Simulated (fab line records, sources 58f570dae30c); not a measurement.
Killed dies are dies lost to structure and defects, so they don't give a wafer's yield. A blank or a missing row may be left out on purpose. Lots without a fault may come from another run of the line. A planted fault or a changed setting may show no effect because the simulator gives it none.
Which tool did it? | flow berkeley_cmos170 | 14 lots, 42 wafers sampled, at 5 steps of a route of 331

WHAT THE GAUGES READ, wafer by wafer
UCB170_NLDD_TW_MEAS_11. Usual: NLDD_TW 2211, standard deviation 21.
lot  | measured     | on            | NLDD_TW        | flag
L393 | day 7 22:01  | film_metro-01 | 2193 2178 2178 |
L396 | day 7 21:44  | film_metro-01 | 2183 2191 2178 |
L395 | day 7 23:10  | film_metro-01 | 2192 2200 2185 |
L394 | day 7 22:56  | film_metro-04 | 2250 2251 2242 |
L398 | day 8 08:40  | film_metro-04 | 2222 2222 2233 |
L399 | day 8 08:56  | film_metro-04 | 2219 2224 2223 |
L397 | day 8 15:32  | film_metro-01 | 2184 2179 2186 |
L402 | day 9 03:55  | film_metro-04 | 2219 2222 2224 |
L403 | day 9 04:15  | film_metro-01 | 2084 2090 2093 | OFF
L408 | day 9 18:37  | film_metro-01 | 2092 2078 2087 | OFF
L409 | day 11 01:58 | film_metro-03 | 2220 2209 2217 |
L412 | day 11 02:08 | film_metro-03 | 2215 2211 2211 |
L415 | day 11 16:34 | film_metro-04 | 2254 2234 2240 |
L414 | day 11 17:11 | film_metro-04 | 2247 2250 2233 |

UCB170_CONTACT_OVL_MEAS_16. Usual: CONTACT_OVL -1 nm, standard deviation 5.9.
lot  | measured     | on         | CONTACT_OVL (nm) | flag
L393 | day 8 17:52  | overlay-01 | 12 5 6           |
L396 | day 8 16:14  | overlay-01 | -10 -9 -9        |
L395 | day 8 18:34  | overlay-02 | -10 -10 -5       |
L394 | day 8 18:25  | overlay-01 | 0 5 1            |
L398 | day 9 03:31  | overlay-02 | -8 -11 -12       |
L399 | day 9 03:40  | overlay-01 | 6 1 -1           |
L397 | day 9 09:08  | overlay-01 | -1 -11 -9        |
L402 | day 9 23:22  | overlay-02 | -3 -2 -6         |
L403 | day 10 02:36 | overlay-01 | 0 1 3            |
L408 | day 10 11:49 | overlay-01 | -7 -3 2          |
L409 | day 11 18:34 | overlay-01 | 8 -1 -2          |
L412 | day 11 19:01 | overlay-01 | -3 4 -5          |
L415 | day 12 11:17 | overlay-02 | -6 -9 -9         |
L414 | day 12 09:44 | overlay-01 | 2 -3 2           |

WHICH TOOL RAN EACH LOT (tool, then ch and the chambers of the sampled wafers, then the start)
lot  | UCB170_PVT_STRIP_08                  | UCB170_NLDD_IMPLANT_08          | UCB170_BACKSIDE_STRIP_03
L393 | plasma_asher-02 ch 0,1, day 7 02:53  | implanter-03 ch 0, day 7 21:40  | plasma_asher-02 ch 0,1, day 8 10:29
L396 | plasma_asher-04 ch 0, day 7 03:08    | implanter-04 ch 0, day 7 21:20  | plasma_asher-02 ch 0,1, day 8 10:06
L395 | plasma_asher-04 ch 0, day 7 06:23    | implanter-02 ch 0, day 7 22:47  | plasma_asher-01 ch 0,1, day 8 11:22
L394 | plasma_asher-03 ch 0,1, day 7 06:40  | implanter-03 ch 0, day 7 22:33  | plasma_asher-01 ch 0,1, day 8 10:50
L398 | plasma_asher-02 ch 0,1, day 7 10:49  | implanter-03 ch 0, day 8 08:16  | plasma_asher-02 ch 0,1, day 8 19:52
L399 | plasma_asher-03 ch 0,1, day 7 10:56  | implanter-04 ch 0, day 8 08:32  | plasma_asher-01 ch 0,1, day 8 19:47
L397 | plasma_asher-04 ch 0,1, day 7 15:44  | implanter-04 ch 0, day 8 15:08  | plasma_asher-01 ch 0, day 9 02:22
L402 | plasma_asher-02 ch 0,1, day 8 10:13  | implanter-03 ch 0, day 9 03:31  | plasma_asher-01 ch 0,1, day 9 17:55
L403 | plasma_asher-02 ch 0,1, day 8 11:19  | implanter-04 ch 0, day 9 03:54  | plasma_asher-02 ch 0,1, day 9 18:59
L408 | plasma_asher-02 ch 0,1, day 9 01:50  | implanter-04 ch 0, day 9 18:13  | plasma_asher-03 ch 0,1, day 10 04:29
L409 | plasma_asher-03 ch 0,1, day 10 03:57 | implanter-02 ch 0, day 11 01:35 | plasma_asher-01 ch 0,1, day 11 11:43
L412 | plasma_asher-03 ch 0,1, day 10 08:37 | implanter-03 ch 0, day 11 01:46 | plasma_asher-03 ch 0,1, day 11 12:15
L415 | plasma_asher-03 ch 0,1, day 10 22:47 | implanter-03 ch 0, day 11 16:11 | plasma_asher-01 ch 0,1, day 12 04:31
L414 | plasma_asher-02 ch 1, day 10 23:08   | implanter-02 ch 0, day 11 16:48 | plasma_asher-02 ch 0,1, day 12 03:58
- UCB170_PVT_STRIP_08: strips in O2.
- UCB170_NLDD_IMPLANT_08
- UCB170_BACKSIDE_STRIP_03: strips in O2.

WHAT THE TOOLS THEMSELVES READ (means of the sampled wafers that have a number; where no wafer has one, the mark that the record gives instead)
UCB170_PVT_STRIP_08. Usual: drypump_motor_current_A 5.9 A, standard deviation 0.45; oes_product_au 0.735 a.u., standard deviation 0.0041; strip_time_to_endpoint_s 21.59 s, standard deviation 0.053.
lot  | tool            | drypump_motor_current_A (A) | oes_product_au (a.u.) | strip_time_to_endpoint_s (s) | flag
L393 | plasma_asher-02 | 6.2                         | 0.735                 | 21.53                        |
L396 | plasma_asher-04 | 5.5                         | 0.735                 | 21.52                        |
L395 | plasma_asher-04 | 5.5                         | 0.737                 | 21.65                        |
L394 | plasma_asher-03 | 5.6                         | 0.737                 | 21.64                        |
L398 | plasma_asher-02 | 6.3                         | 0.732                 | 21.57                        |
L399 | plasma_asher-03 | 6.0                         | 0.734                 | 21.61                        |
L397 | plasma_asher-04 | 5.5                         | 0.733                 | 21.62                        |
L402 | plasma_asher-02 | 6.3                         | 0.734                 | 21.56                        |
L403 | plasma_asher-02 | 6.3                         | 0.733                 | 21.63                        |
L408 | plasma_asher-02 | 6.3                         | 0.735                 | 21.59                        |
L409 | plasma_asher-03 | 6.0                         | 0.734                 | 21.65                        |
L412 | plasma_asher-03 | 5.6                         | 0.738                 | 21.59                        |
L415 | plasma_asher-03 | 5.6                         | 0.736                 | 21.66                        |
L414 | plasma_asher-02 | 6.3                         | 0.732                 | 21.55                        |

UCB170_NLDD_IMPLANT_08. Usual: beam_energy_keV 29.998, standard deviation 0.0086; dose_ions_cm2 5.001e+13, standard deviation 5.7e+10; end_station_pressure_torr 5.08e-06 Torr, standard deviation 2.6e-07.
lot  | tool         | beam_energy_keV | dose_ions_cm2 | end_station_pressure_torr (Torr) | flag
L393 | implanter-03 | 29.997          | 5.006e+13     | 5.14e-06                         |
L396 | implanter-04 | 30.000          | 4.995e+13     | 5.11e-06                         |
L395 | implanter-02 | 30.002          | 5.002e+13     | 5.22e-06                         |
L394 | implanter-03 | 29.999          | 5.006e+13     | 5.13e-06                         |
L398 | implanter-03 | 30.005          | 4.999e+13     | 5.32e-06                         |
L399 | implanter-04 | 29.994          | 5.002e+13     | 5.16e-06                         |
L397 | implanter-04 | 29.992          | 4.997e+13     | 5.19e-06                         |
L402 | implanter-03 | 30.009          | 5.001e+13     | 5.18e-06                         |
L403 | implanter-04 | 19.501          | 5.001e+13     | 4.96e-06                         | OFF
L408 | implanter-04 | 19.492          | 5.008e+13     | 4.87e-06                         | OFF
L409 | implanter-02 | 29.989          | 5.004e+13     | 4.88e-06                         |
L412 | implanter-03 | 30.008          | 4.997e+13     | 5.23e-06                         |
L415 | implanter-03 | 30.008          | 5.001e+13     | 5.18e-06                         |
L414 | implanter-02 | 30.000          | 5.002e+13     | 4.90e-06                         |

UCB170_BACKSIDE_STRIP_03. Usual: drypump_motor_current_A 6.1 A, standard deviation 0.34; oes_product_au 0.734 a.u., standard deviation 0.0039; strip_time_to_endpoint_s 21.94 s, standard deviation 0.079.
lot  | tool            | drypump_motor_current_A (A) | oes_product_au (a.u.) | strip_time_to_endpoint_s (s) | flag
L393 | plasma_asher-02 | 6.3                         | 0.735                 | 21.98                        |
L396 | plasma_asher-02 | 6.2                         | 0.732                 | 22.00                        |
L395 | plasma_asher-01 | 6.2                         | 0.737                 | 21.87                        |
L394 | plasma_asher-01 | 6.2                         | 0.735                 | 22.02                        |
L398 | plasma_asher-02 | 6.3                         | 0.734                 | 21.87                        |
L399 | plasma_asher-01 | 6.2                         | 0.735                 | 22.03                        |
L397 | plasma_asher-01 | 6.3                         | 0.736                 | 22.04                        |
L402 | plasma_asher-01 | 6.1                         | 0.734                 | 22.00                        |
L403 | plasma_asher-02 | 6.2                         | 0.730                 | 21.90                        |
L408 | plasma_asher-03 | 5.6                         | 0.739                 | 21.85                        |
L409 | plasma_asher-01 | 6.2                         | 0.738                 | 21.92                        |
L412 | plasma_asher-03 | 5.6                         | 0.737                 | 21.93                        |
L415 | plasma_asher-01 | 6.1                         | 0.729                 | 21.98                        |
L414 | plasma_asher-02 | 6.3                         | 0.735                 | 21.89                        |

THE ANSWER, worked out from the rows above alone
Rule: a lot is off if the mean of its wafers that have a number lies more than 3 standard deviations from the usual mean. A lot without any number at a reading at which 4 lots or more have one is off too. The other lots that the step has rows for count as sound. The gauges are gone through in route order, then the tools' own readings, and for those a lot's mean is taken as printed above. The first step at which some lot is off is used, and at that step the reading that is off furthest; a lot without a number counts as furthest.
Off: L403, L408, at UCB170_NLDD_TW_MEAS_11 (NLDD_TW).
A tool fits if, at a process step before that reading, it ran every lot that is off, and no sound lot after the first of them. The gauges at UCB170_NLDD_TW_MEAS_11 aren't tried: what is off there is off at UCB170_NLDD_IMPLANT_08 too, on other tools, and a gauge's error can't cause that. One fits: implanter-04 at UCB170_NLDD_IMPLANT_08. Its last sound lot is L397 (day 8 15:08), its first lot that is off L403 (day 9 03:54): a fault that began between those two fits.
The tool's own readings at UCB170_NLDD_IMPLANT_08 bear it out: on the lots that are off they differ by more than 5 times the standard deviation of the sound lots' means. beam_energy_keV reads 19.497 there against 30.000 on the sound lots.

WHAT THE SIMULATOR HAD PUT IN
Process parameter drift: implanter-04, from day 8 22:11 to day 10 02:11, at UCB170_NLDD_IMPLANT_08. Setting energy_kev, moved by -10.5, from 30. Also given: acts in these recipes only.
Lots struck among those shown: L403, L408. The rule above found the same.
